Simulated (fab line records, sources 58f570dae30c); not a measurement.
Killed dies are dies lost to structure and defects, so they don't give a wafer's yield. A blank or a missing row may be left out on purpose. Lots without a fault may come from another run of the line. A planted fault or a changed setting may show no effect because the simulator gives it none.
fab line records | flow berkeley_cmos170
record lots=14 wafers=42 last_day=12
route steps=331 shown FIELD@96 NVT@110 GATE@140 PLDD@155 NLDD@168
lots that met no fault: from a run of the same line without faults
start_h: hours from the record's first day to the start of the lot's first wafer shown | wait_h: hours since the lot's step before | " the same as in the row above | L1.1+2: a row that stands for several wafers | - no value, or no start given | * or withheld: withheld | < > ~ a bound
route shown NAME@n: a module of which the file shows steps, and the number in the route of the first | usual: mean/standard deviation of fault-free wafers | same: alike in all rows | chamber/n: place in a boat | sites: the reading at each site | _std_site: their standard deviation | _edge_site: outer sites' mean less inner sites' | radius_mm: how far each site lies from the wafer's centre | mask NAME#n: copy n | behind: the tool/chamber that last shaped the wafer | hold: why the lot was held/for how many hours/how that ended | device: the transistor (n, p or np) that didn't switch | end of line: the same wafers' tests at the end of the route | a step without rows: its recipe alone | killed: dies lost to structure and defects at the first sort, not the wafer's yield | map: a wafer's dies, x killed, . not, _ none there
set.NAME: the setting as run; set.NAME@STEP: as run at that earlier step | model.NAME: the simulator's own value behind a step, which no gauge read
steps of the route over a sample of lots; a table a step, a row a wafer
services: from which hour (start_h, from the record's first day; less than 0 if before it) a tool's chamber was out of use, for how many hours, and why
## steps
# step UCB170_FIELD_THK_MEAS_90
# recipe reads=SiO2_of_FIELD_OXIDATION_01
# usual FIELD_OXIDE_LEFT_1_THK=442/13
# columns lot.wafer tool chamber start_h wait_h FIELD_OXIDE_LEFT_1_THK[nm]
L562.2 film_metro-04 - 96.31 0.0 430
L562.3 " - " " 443
L562.5 " - " " 445
L563.2 film_metro-04 - 107.07 0.0 456
L563.4 " - " " 448
L563.6 " - " " 462
L564.3 film_metro-03 - 107.08 0.0 456
L564.4 " - " " 456
L564.5 " - " " 456
L570.1 film_metro-04 - 130.15 0.0 453
L570.2 " - " " 466
L570.5 " - " " 460
L569.2 film_metro-03 - 130.16 0.0 449
L569.3 " - " " 450
L569.4 " - " " 453
L568.3 film_metro-04 - 130.23 0.1 449
L568.4 " - " " 449
L568.6 " - " " 452
L571.1 film_metro-01 - 138.37 0.0 443
L571.3 " - " " 443
L571.5 " - " " 441
L572.2 film_metro-04 - 138.38 0.0 451
L572.5 " - " " 455
L572.6 " - " " 463
L574.4 film_metro-01 - 151.69 0.0 443
L574.5 " - " " 440
L574.6 " - " " 443
L575.1 film_metro-01 - 155.52 0.0 436
L575.3 " - " " 437
L575.5 " - " " 442
L580.2 film_metro-01 - 182.12 0.0 425
L580.4 " - " " 430
L580.6 " - " " 430
L581.1 film_metro-03 - 207.08 0.0 452
L581.2 " - " " 456
L581.3 " - " " 448
L582.4 film_metro-01 - 207.14 0.1 418
L582.5 " - " " 418
L582.6 " - " " 410
L585.1 film_metro-04 - 219.53 0.0 420
L585.3 " - " " 422
L585.6 " - " " 428
# step UCB170_NVT_OVL_MEAS_06
# usual NVT_OVL=-5/6
# columns lot.wafer tool chamber start_h wait_h NVT_OVL[nm]
L562.2 overlay-01 - 111.91 - -14
L562.3 " - " " -3
L562.5 " - " " -10
L564.3 overlay-01 - 124.63 - -1
L564.4 " - " " -8
L564.5 " - " " -3
L563.2 overlay-01 - 124.86 - -8
L563.4 " - " " -6
L563.6 " - " " -9
L569.2 overlay-01 - 144.05 - -5
L569.3 " - " " -4
L569.4 " - " " -4
L568.3 overlay-01 - 144.17 - -8
L568.4 " - " " -12
L568.6 " - " " -11
L570.1 overlay-01 - 144.28 - -9
L570.2 " - " " -7
L570.5 " - " " -8
L571.1 overlay-02 - 153.07 - 0
L571.3 " - " " 3
L571.5 " - " " 7
L572.2 overlay-01 - 153.35 - -5
L572.5 " - " " -10
L572.6 " - " " -10
L574.4 overlay-02 - 167.86 - -7
L574.5 " - " " -9
L574.6 " - " " -7
L575.1 overlay-02 - 173.83 - 2
L575.3 " - " " -2
L575.5 " - " " -4
L580.2 overlay-01 - 208.31 - -9
L580.4 " - " " -3
L580.6 " - " " -19
L581.1 overlay-01 - 223.87 - -4
L581.2 " - " " -7
L581.3 " - " " -9
L582.4 overlay-01 - 224.16 - -1
L582.5 " - " " -2
L582.6 " - " " 0
L585.1 overlay-01 - 238.55 - 0
L585.3 " - " " -1
L585.6 " - " " -3
# step UCB170_GATE_ETCH_14
# recipe chemistry=N2/H2 target_depth_a=withheld overetch_a=withheld target=BARC time_s=withheld source_w=500 bias_w=100 pressure_mtorr=30 n2_flow_sccm=100 h2_flow_sccm=200
# usual drypump_motor_current_A=5.5/0.48 oes_product_au=0.997/0.026 rf_fwd_power_W=494.9/2.4 throttle_valve_pct=13.33/0.16
# columns lot.wafer tool chamber start_h wait_h drypump_motor_current_A oes_product_au rf_fwd_power_W throttle_valve_pct
L562.2 rie_diel-02 1 129.42 0.0 5.1 0.995 498.0 13.36
L562.3 " 2 " " 5.4 1.003 495.1 13.32
L562.5 " 2 " " 5.5 1.002 493.7 13.31
L563.2 rie_diel-03 1 136.38 0.0 4.7 0.986 498.8 12.96
L563.4 " 1 " " 4.7 0.984 495.3 12.95
L563.6 " 3 " " 5.7 1.044 493.8 13.50
L564.3 rie_diel-02 2 136.62 0.0 5.5 1.006 495.4 13.32
L564.4 " 0 " " 5.0 0.963 495.5 13.53
L564.5 " 1 " " 5.1 0.990 495.9 13.36
L569.2 rie_diel-03 2 156.73 0.0 5.2 1.015 493.9 13.49
L569.3 " 1 " " 4.7 1.003 498.3 12.94
L569.4 " 0 " " 5.4 0.954 493.7 13.24
L570.1 rie_diel-04 2 156.76 0.0 6.1 1.005 499.2 13.15
L570.2 " 0 " " 5.9 0.988 494.0 13.40
L570.5 " 2 " " 6.1 1.006 498.3 13.15
L568.3 rie_diel-04 3 156.85 0.0 5.9 1.033 490.3 13.42
L568.4 " 0 " " 5.9 1.000 491.6 13.40
L568.6 " 3 " " 5.9 1.030 490.4 13.40
L571.1 rie_diel-03 3 169.09 0.0 5.7 1.047 496.4 13.50
L571.3 " 0 " " 5.4 0.959 494.1 13.24
L571.5 " 1 " " 4.7 0.992 496.3 12.96
L572.2 rie_diel-04 0 169.28 0.0 5.9 0.997 494.3 13.40
L572.5 " 2 " " 6.1 1.031 496.5 13.15
L572.6 " 3 " " 5.9 1.018 490.2 13.41
L575.1 rie_diel-03 3 191.82 0.0 5.8 1.052 496.9 13.50
L575.3 " 2 " " 5.3 1.023 494.1 13.49
L575.5 " 1 " " 4.7 1.003 496.2 12.95
L574.4 rie_diel-02 3 192.07 0.0 6.3 0.972 495.5 13.37
L574.5 " 2 " " 5.5 1.008 495.5 13.30
L574.6 " 1 " " 5.1 0.986 493.2 13.36
L580.2 rie_diel-03 2 224.41 0.0 5.3 1.022 499.1 13.49
L580.4 " 0 " " 5.4 0.961 495.1 13.25
L580.6 " 2 " " 5.3 1.022 498.4 13.48
L582.4 rie_diel-03 0 239.25 0.0 5.4 0.973 496.7 13.23
L582.5 " 1 " " 4.7 0.995 493.6 12.95
L582.6 " 2 " " 5.3 1.021 497.2 13.48
L581.1 rie_diel-02 2 239.26 0.0 5.5 1.005 495.3 13.31
L581.2 " 1 " " 5.1 0.981 492.7 13.36
L581.3 " 0 " " 5.0 0.968 495.4 13.54
L585.1 rie_diel-04 3 248.13 0.0 5.9 1.022 489.9 13.41
L585.3 " 1 " " 5.2 0.957 493.7 13.29
L585.6 " 1 " " 5.2 0.962 492.9 13.29
# step UCB170_PLDD_STRIP_10
# recipe chemistry=O2 power_w=400 pressure_mtorr=3500 platen_temp_c=withheld o2_flow_sccm=400 overash_fraction=0.5
# usual chamber_pressure_mTorr=3500/3.4 drypump_motor_current_A=5.5/0.5 oes_product_au=0.734/0.0045 strip_time_to_endpoint_s=21.66/0.064
# columns lot.wafer tool chamber start_h wait_h chamber_pressure_mTorr drypump_motor_current_A oes_product_au rf_hours_counter_h strip_time_to_endpoint_s
L562.2 plasma_asher-03 1 132.14 0.1 3492 6.2 0.737 1 21.70
L562.3 " 0 " " 3496 5.0 0.737 - 21.62
L562.5 " 0 " " 3495 5.0 0.738 - 21.61
L563.2 plasma_asher-01 1 138.51 0.1 3503 6.1 0.731 48 21.60
L563.4 " 0 " " 3499 6.0 0.735 - 21.62
L563.6 " 1 " " 3501 6.1 0.733 - 21.57
L564.3 plasma_asher-02 1 138.80 0.1 3502 5.3 0.731 - 21.66
L564.4 " 0 " " 3503 5.0 0.730 - 21.63
L564.5 " 1 " " 3500 5.3 0.734 - 21.70
L569.2 plasma_asher-03 1 158.52 0.1 3505 6.2 0.734 4 21.72
L569.3 " 1 " " 3494 6.2 0.735 - 21.63
L569.4 " 0 " " 3497 5.0 0.736 - 21.65
L570.1 plasma_asher-02 0 158.63 0.1 3501 5.1 0.741 36 21.66
L570.2 " 1 " " 3502 5.3 0.733 36 21.61
L570.5 " 0 " " 3502 5.0 0.735 - 21.62
L568.3 plasma_asher-01 1 158.91 0.1 - - - - -
L568.4 " 0 " " - - - - -
L568.6 " 0 " " - - - - -
L571.1 plasma_asher-01 1 171.02 0.1 - - - - -
L571.3 " 0 " " - - - - -
L571.5 " 1 " " - - - - -
L572.2 plasma_asher-03 1 171.67 0.1 3495 6.2 0.740 6 21.66
L572.5 " 1 " " 3496 6.2 0.731 - 21.68
L572.6 " 0 " " 3499 5.0 0.735 - 21.72
L575.1 plasma_asher-02 0 194.54 0.1 3500 5.1 0.733 40 21.76
L575.3 " 0 " " 3503 5.0 0.738 - 21.75
L575.5 " 1 " " 3504 5.3 0.737 - 21.72
L574.4 plasma_asher-02 1 195.11 0.1 3501 5.3 0.725 - 21.71
L574.5 " 1 " " 3498 5.3 0.741 - 21.70
L574.6 " 0 " " 3506 5.1 0.736 - 21.66
L580.2 plasma_asher-01 0 226.87 0.1 3504 6.0 0.738 57 21.62
L580.4 " 1 " " 3499 6.1 0.727 - 21.61
L580.6 " 1 " " 3501 6.1 0.733 - 21.66
L582.4 plasma_asher-03 1 241.59 0.1 3503 6.2 0.734 - 21.53
L582.5 " 0 " " 3503 5.0 0.731 - 21.59
L582.6 " 1 " " 3502 6.2 0.731 - 21.65
L581.1 plasma_asher-01 0 242.11 0.1 3502 6.0 0.738 58 21.61
L581.2 " 1 " " 3499 6.1 0.739 58 21.64
L581.3 " 0 " " 3496 6.1 0.735 - 21.69
L585.1 plasma_asher-02 0 250.15 0.1 3501 5.0 0.741 45 21.60
L585.3 " 0 " " 3500 5.1 0.732 - 21.62
L585.6 " 0 " " 3505 5.1 0.741 - 21.56
# step UCB170_NLDD_STRIP_10
# recipe chemistry=O2 power_w=400 pressure_mtorr=3500 platen_temp_c=withheld o2_flow_sccm=400 overash_fraction=0.5
# usual chamber_pressure_mTorr=3500/3.1 drypump_motor_current_A=5.7/0.4 oes_product_au=0.734/0.0047 strip_time_to_endpoint_s=21.67/0.078
# columns lot.wafer tool chamber start_h wait_h chamber_pressure_mTorr drypump_motor_current_A oes_product_au rf_hours_counter_h strip_time_to_endpoint_s
L562.2 plasma_asher-04 0 134.31 0.1 3505 5.5 0.737 37 21.67
L562.3 " 1 " " 3505 5.3 0.740 - 21.71
L562.5 " 1 " " 3502 5.3 0.733 - 21.74
L563.2 plasma_asher-04 0 140.15 0.1 3508 5.5 0.728 37 21.72
L563.4 " 0 " " 3498 5.6 0.733 - 21.64
L563.6 " 0 " " 3499 5.6 0.736 - 21.66
L564.3 plasma_asher-03 0 140.46 0.1 3499 5.0 0.723 - 21.74
L564.4 " 1 " " 3499 6.2 0.736 - 21.65
L564.5 " 0 " " 3499 5.1 0.738 - 21.63
L569.2 plasma_asher-01 0 160.56 0.1 3501 6.0 0.737 50 21.56
L569.3 " 1 " " 3497 6.1 0.737 - 21.62
L569.4 " 0 " " 3498 6.1 0.740 - 21.60
L570.1 plasma_asher-04 0 160.66 0.1 3494 5.5 0.733 40 21.78
L570.2 " 1 " " 3503 5.3 0.738 40 21.73
L570.5 " 0 " " 3502 5.5 0.728 - 21.74
L568.3 plasma_asher-01 1 160.97 0.1 3502 6.1 0.731 - 47.79
L568.4 " 0 " " 3496 6.1 0.730 - 47.77
L568.6 " 1 " " 3500 6.1 0.739 - 47.79
L571.1 plasma_asher-04 0 172.83 0.1 3495 5.6 0.737 41 47.93
L571.3 " 1 " " 3499 5.3 0.735 - 47.90
L571.5 " 1 " " 3504 5.3 0.731 - 47.92
L572.2 plasma_asher-03 1 173.32 0.1 3500 6.2 0.733 6 21.76
L572.5 " 1 " " 3504 6.2 0.737 - 21.77
L572.6 " 0 " " 3497 5.0 0.742 - 21.79
L575.1 plasma_asher-01 1 196.41 0.1 3503 6.1 0.725 54 21.69
L575.3 " 0 " " 3502 6.1 0.736 - 21.77
L575.5 " 0 " " 3499 6.1 0.738 - 21.66
L574.4 plasma_asher-01 0 196.89 0.1 3498 6.1 0.735 - 21.71
L574.5 " 0 " " 3499 6.1 0.739 - 21.84
L574.6 " 1 " " 3499 6.1 0.738 - 21.78
L580.2 plasma_asher-03 1 229.37 0.1 3504 6.2 0.743 11 21.63
L580.4 " 0 " " 3505 5.0 0.735 - 21.63
L580.6 " 0 " " 3503 5.0 0.736 - 21.55
L582.4 plasma_asher-01 0 243.70 0.1 3505 6.1 0.731 - 21.59
L582.5 " 0 " " 3497 6.0 0.732 - 21.64
L582.6 " 1 " " 3497 6.1 0.735 - 21.63
L581.1 plasma_asher-01 0 244.46 0.1 3501 6.0 0.732 59 21.56
L581.2 " 1 " " 3502 6.1 0.739 59 21.60
L581.3 " 1 " " 3500 6.1 0.733 - 21.53
L585.1 plasma_asher-01 1 252.06 0.1 3505 6.1 0.737 60 21.74
L585.3 " 1 " " 3496 6.1 0.729 - 21.76
L585.6 " 0 " " 3499 6.1 0.734 - 21.67
# step UCB170_NLDD_TW_MEAS_11
# usual NLDD_TW=2232/11
# columns lot.wafer tool chamber start_h wait_h NLDD_TW
L562.2 film_metro-04 - 134.42 0.1 2248
L562.3 " - " " 2231
L562.5 " - " " 2231
L563.2 film_metro-03 - 140.26 0.1 2239
L563.4 " - " " 2242
L563.6 " - " " 2224
L564.3 film_metro-02 - 140.54 0.1 2237
L564.4 " - " " 2216
L564.5 " - " " 2235
L569.2 film_metro-02 - 160.67 0.1 2219
L569.3 " - " " 2221
L569.4 " - " " 2226
L570.1 film_metro-04 - 160.76 0.1 2236
L570.2 " - " " 2234
L570.5 " - " " 2227
L568.3 film_metro-04 - 161.05 0.1 30
L568.4 " - " " 30
L568.6 " - " " 30
L571.1 film_metro-02 - 172.93 0.1 30
L571.3 " - " " 30
L571.5 " - " " 30
L572.2 film_metro-03 - 173.43 0.1 2250
L572.5 " - " " 2243
L572.6 " - " " 2243
L575.1 film_metro-03 - 196.51 0.1 2246
L575.3 " - " " 2236
L575.5 " - " " 2236
L574.4 film_metro-03 - 196.98 0.1 2234
L574.5 " - " " 2226
L574.6 " - " " 2235
L580.2 film_metro-04 - 229.48 0.1 2238
L580.4 " - " " 2224
L580.6 " - " " 2219
L582.4 film_metro-03 - 243.79 0.1 2247
L582.5 " - " " 2248
L582.6 " - " " 2239
L581.1 film_metro-02 - 244.56 0.1 2226
L581.2 " - " " 2218
L581.3 " - " " 2217
L585.1 film_metro-02 - 252.19 0.1 2215
L585.3 " - " " 2224
L585.6 " - " " 2222
## services
# columns tool chamber start_h hours kind
plasma_asher-03 - 108.75 9.0 pm
plasma_asher-03 0 108.75 9.0 vent_cycle
plasma_asher-03 1 108.75 9.0 vent_cycle
plasma_asher-01 - 116.88 0.9 repair
plasma_asher-03 0 117.75 - clean
plasma_asher-03 1 117.75 - clean
rie_diel-02 - 120.37 0.3 repair
rie_diel-03 2 128.91 16.6 repair
rie_diel-02 - 162.00 1.1 repair
rie_diel-02 0 190.97 4.9 repair
rie_diel-04 2 192.78 - clean
rie_diel-04 2 192.78 25.1 scheduled_down
rie_diel-04 2 192.78 25.1 vent_cycle
plasma_asher-02 - 202.30 3.2 repair
rie_diel-03 - 213.78 1.0 repair
rie_diel-04 1 229.20 7.8 repair
plasma_asher-03 - 248.39 6.6 repair
plasma_asher-01 - 249.16 1.2 repair
plasma_asher-03 - 250.81 5.1 repair
## key
first_sign step=UCB170_PLDD_STRIP_10 reading=tool_record direction=missing
effect step=UCB170_NLDD_STRIP_10 reading=strip_time_to_endpoint_s direction=up sigmas=99+ usual=* struck=*
effect step=UCB170_NLDD_TW_MEAS_11 reading=NLDD_TW direction=down sigmas=99+ usual=2232 struck=30
met_at UCB170_PLDD_STRIP_10
struck_lots L568,L571
sort_left_out L568.3,L568.4,L568.6,L571.1,L571.3,L571.5
tester_left_out L568,L571
not_acting_at UCB170_FIELD_THK_MEAS_90,UCB170_NVT_OVL_MEAS_06,UCB170_GATE_ETCH_14
onset_between 138.51 158.91
fault kind=skipped_step_whole tool=plasma_asher-01 chamber=- onset_h=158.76 steps=UCB170_PLDD_STRIP_10 scope=struck_lots_only
# tester_left_out: of these lots the tester's yield and bins aren't shown, on N5 and GAA mostly nor the transistor test; their killed dies are dies lost to structure and defects alone, not to doping, threshold or leakage, so they don't give the yield
# sort_left_out: the simulated sort isn't trusted on such a fault, so these wafers' sort isn't shown, and their yield isn't known
